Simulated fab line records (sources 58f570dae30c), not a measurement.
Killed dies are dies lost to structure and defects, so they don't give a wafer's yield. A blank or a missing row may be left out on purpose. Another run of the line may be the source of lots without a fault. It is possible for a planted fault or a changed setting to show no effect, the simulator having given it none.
Which tool did it?	flow berkeley_cmos170	14 lots, 42 wafers sampled, at 4 steps of a route of 331

WHAT EACH GAUGE READ, for each wafer
UCB170_V2_BOW_MEAS_03. Usual: for V2_BOW the level is 36 um and the standard deviation is 6.8.
lot	measured	on	V2_BOW (um)	flag
L716	day 8 08:34	film_metro-02	35 43 29	
L717	day 8 15:42	film_metro-04	33 43 19	
L718	day 8 11:11	film_metro-02	37 33 33	
L719	day 8 12:04	film_metro-03	37 37 39	
L720	day 8 16:00	film_metro-03	34 34 37	
L723	day 9 15:10	film_metro-02	35 36 37	
L724	day 9 23:37	film_metro-03	40 35 42	
L725	day 10 01:50	film_metro-04	32 35 30	
L726	day 11 01:16	film_metro-04	41 39 35	
L727	day 10 12:00	film_metro-04	45 37 28	
L728	day 11 00:53	film_metro-02	35 35 30	
L729	day 10 23:23	film_metro-02	33 33 40	
L731	day 11 13:27	film_metro-03	42 33 15	
L739	day 13 08:14	film_metro-03	34 40 32	

UCB170_V2_THK_MEAS_04. Usual: for V2_POLISHED_THK the level is 1000.7 nm and the standard deviation is 1.1.
lot	measured	on	V2_POLISHED_THK (nm)	flag
L716	day 8 08:40	film_metro-02	1000.2 999.5 1000.3	
L717	day 8 15:49	film_metro-04	1001.2 999.2 1001.3	
L718	day 8 11:17	film_metro-02	1000.7 1001.2 1000.2	
L719	day 8 12:11	film_metro-03	1002.3 1002.1 1003.1	
L720	day 8 16:07	film_metro-03	1001.2 1000.0 1000.4	
L723	day 9 15:16	film_metro-02	1000.2 1000.0 1002.0	
L724	day 9 23:43	film_metro-03	1000.0 999.7 999.1	
L725	day 10 01:57	film_metro-04	1001.3 999.6 1000.9	
L726	day 11 01:23	film_metro-04	999.7 999.9 1000.0	
L727	day 10 12:07	film_metro-04	1002.2 1002.8 1002.7	
L728	day 11 01:00	film_metro-02	1002.7 1001.0 1002.8	
L729	day 10 23:31	film_metro-02	998.4 1000.9 999.8	
L731	day 11 13:34	film_metro-03	999.2 999.7 1000.1	
L739	day 13 08:20	film_metro-03	998.4 999.2 1001.0	

UCB170_V2_CD_MEAS_12 targets a cd of 700 nm. Usual: cd_nm reads 700.2 nm (standard deviation 1.7).
lot	measured	on	cd_nm (nm)	flag
L716	day 8 10:22	cd_sem-02	698.5 698.8 700.4	
L717	day 8 17:31	cd_sem-01	697.9 697.5 698.8	
L718	day 8 13:07	cd_sem-02	698.6 698.7 699.8	
L719	day 8 13:45	cd_sem-01	699.2 699.8 699.4	
L720	day 8 18:33	cd_sem-02	702.3 703.1 701.7	
L723	day 9 17:05	cd_sem-02	699.7 700.0 698.5	
L724	day 10 00:58	cd_sem-02	699.2 700.9 699.9	
L725	day 10 03:38	cd_sem-01	698.3 698.7 698.6	
L726	day 11 03:33	cd_sem-02	700.3 699.6 700.7	
L727	day 10 13:25	cd_sem-01	701.8 702.1 701.6	
L728	day 11 03:28	cd_sem-01	698.5 697.0 698.6	
L729	day 11 00:40	cd_sem-02	700.4 698.3 699.6	
L731	day 11 14:49	cd_sem-01	703.1 703.3 703.5	
L739	day 13 09:33	cd_sem-02	700.4 701.4 700.4	

WHICH TOOL RAN EACH LOT (tool, then ch and the chambers of the sampled wafers, then the start)
lot	UCB170_PWELL_OXIDATION_02
L716	furnace-02 ch 0, day 3 01:24
L717	furnace-02 ch 0, day 3 01:24
L718	furnace-02 ch 0, day 3 01:24
L719	furnace-02 ch 0, day 3 09:45
L720	furnace-02 ch 0, day 3 09:45
L723	furnace-02 ch 0, day 4 06:08
L724	furnace-02 ch 0, day 4 15:34
L725	furnace-02 ch 0, day 4 15:34
L726	furnace-01 ch 0, day 5 05:33
L727	furnace-01 ch 0, day 5 05:33
L728	furnace-01 ch 0, day 5 10:59
L729	furnace-01 ch 0, day 5 10:59
L731	furnace-04 ch 0, day 5 21:11
L739	furnace-02 ch 0, day 7 18:33
- UCB170_PWELL_OXIDATION_02: target thk 26.4 nm, ox time 1321 s.

AS READ BY THE TOOLS THEMSELVES (means over the sampled wafers that have a number; for cases with no such wafer, the mark the record gives instead)
UCB170_PWELL_OXIDATION_02. Usual: ox_temp_c_max 1003.5, standard deviation 1.3; spike_tc_source_C 1025 C, standard deviation 3.1; zone_power_load_pct 33.1 %, standard deviation 2.3.
lot	tool	ox_temp_c_max	spike_tc_source_C (C)	zone_power_load_pct (%)	flag
L716	furnace-02	1002.7	1023	35.0	
L717	furnace-02	1002.0	1022	35.4	
L718	furnace-02	1003.1	1023	34.9	
L719	furnace-02	1002.1	1022	35.1	
L720	furnace-02	1002.8	1022	35.1	
L723	furnace-02	1002.1	1022	35.2	
L724	furnace-02	1002.4	1022	35.0	
L725	furnace-02	1003.3	1022	35.3	
L726	furnace-01	1004.6	1029	31.9	
L727	furnace-01	1004.5	1028	31.7	
L728	furnace-01	1003.8	1028	31.7	
L729	furnace-01	1004.5	1028	31.8	
L731	furnace-04	1005.1	1026	27.9	
L739	furnace-02	1002.4	1022	35.0	

THE ANSWER, worked out from the rows above alone
Rule: a lot counts as off when the mean over its wafers that have a number is more than 3 standard deviations away from the usual mean. Also off: a lot with no number at a reading for which 4 or more lots have one. All remaining lots with rows at the step are treated as sound. Order of review: gauges by route order, followed by the tools' own readings, for which a lot's mean as printed above is used. At the first step where some lot is off, the reading lying furthest off is the one used; lots without a number count as furthest.
Nothing can be told from this: no lot is off at any reading shown.

WHAT WAS PUT IN BY THE SIMULATOR
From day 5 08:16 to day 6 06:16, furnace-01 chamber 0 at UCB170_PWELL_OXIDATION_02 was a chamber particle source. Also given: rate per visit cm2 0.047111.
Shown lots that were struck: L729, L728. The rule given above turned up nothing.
